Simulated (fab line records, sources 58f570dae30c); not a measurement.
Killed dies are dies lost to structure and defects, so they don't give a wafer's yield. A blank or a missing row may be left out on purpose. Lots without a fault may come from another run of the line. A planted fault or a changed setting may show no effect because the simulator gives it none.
One fault seen from 2 desks | flow berkeley_cmos170 | each desk has only its own numbers; what lay behind them comes last

THE METROLOGY DESK
What the gauges read, lot by lot, whatever tool the lot ran on: means of the sampled wafers that have a number. A lot is out of limits, marked OUT, if its mean lies more than 4 standard deviations from the usual mean; the brackets give that distance.
Columns: A = ACTIVE_OXIDE_THK at UCB170_ACTIVE_THK_MEAS_03, usual 26.3 nm; B = ACTIVE_NITRIDE_THK at UCB170_ACTIVE_THK_MEAS_06, usual 220.5 nm; C = cd_nm at UCB170_ACTIVE_CD_MEAS_13, usual 1200.0 nm
lot  | first seen here | A    | B     | C
L478 | day 5 04:16     | 26.7 | 223.2 | 1195.6
L484 | day 5 22:58     | 26.3 | 217.2 | -
L485 | day 6 07:01     | 25.6 | 220.9 | -
L488 | day 6 21:05     | 26.1 | 222.5 | 1201.6
L496 | day 9 10:25     | 26.5 | 222.2 | 1199.9
L497 | day 9 10:26     | 26.0 | 217.3 | 1201.3
This desk's finding: nothing out of limits on any of the 6 lots.

THE TOOL OWNER'S DESK: litho_track-03
The tool's own readings at UCB170_ACTIVE_DEVELOP_12 (develop time 45 s): means of the sampled wafers that have a number, for each lot that ran on this tool. A lot is out of limits, marked OUT, if its mean lies more than 4 standard deviations from the usual mean; the brackets give that distance.
Columns: A = chill_plate_temp_C at UCB170_ACTIVE_DEVELOP_12, usual 23.00 C
lot  | first seen here | A
L497 | day 9 21:00     | 22.99
This desk's finding: nothing out of limits on the one lot.

PUT TOGETHER
The metrology desk saw nothing out of limits.
The tool owner's desk saw nothing out of limits.

WHAT THE SIMULATOR HAD PUT IN
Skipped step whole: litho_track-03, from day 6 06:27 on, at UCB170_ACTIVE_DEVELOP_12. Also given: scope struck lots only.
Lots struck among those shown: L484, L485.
